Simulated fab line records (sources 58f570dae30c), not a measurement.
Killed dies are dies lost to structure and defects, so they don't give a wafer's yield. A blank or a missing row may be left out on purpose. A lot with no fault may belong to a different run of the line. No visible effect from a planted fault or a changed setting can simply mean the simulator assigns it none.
Which tool is to blame? ; flow berkeley-cmos170 ; 7 lots, 21 wafers sampled, at 1 step of a route of 331

WHAT THE GAUGES SHOWED, per wafer
UCB170_ACTIVE_CD_MEAS_13 targets a cd of 1200 nm.
lot;measured;on;cd-nm (nm)
L232;day 4 15:17;cd-sem-02;1198.1 1198.1 1197.5
L234;day 5 15:28;cd-sem-01;1198.3 1199.5 1199.2
L240;day 6 20:40;cd-sem-02;1202.8 1199.8 1201.9
L245;day 8 02:54;cd-sem-02;1199.6 1200.7 1198.6
L250;day 8 23:11;cd-sem-01;1199.1 1200.7 1200.3
L252;day 9 09:28;cd-sem-01;1199.4 1201.4 1198.5
L253;day 9 18:40;cd-sem-01;1199.6 1199.3 1201.8

WHAT TOOL EACH LOT RAN ON (gives the tool, then ch and the chambers of the sampled wafers, and finally the start)
Record: no process step prior to these readings.

THE ANSWER, worked out from the rows above alone
Rule: the usual values come from the lots themselves. Put in order of their means at a reading, lots are off if they are a third of the lots or fewer, leave a main group of 4 or more, and stand apart from it by a gap of 3 or more times the standard deviation of the main group's means; of several such gaps the widest counts. A main group is skipped when, at the precision printed for the reading in the tables above, its means are all equal. A lot without any number at a reading at which 4 lots or more have one is off too. All remaining lots with rows at the step are treated as sound.
No lot is off on any of the readings shown, so nothing can be concluded from this.

WHAT THE SIMULATOR HAD INSERTED
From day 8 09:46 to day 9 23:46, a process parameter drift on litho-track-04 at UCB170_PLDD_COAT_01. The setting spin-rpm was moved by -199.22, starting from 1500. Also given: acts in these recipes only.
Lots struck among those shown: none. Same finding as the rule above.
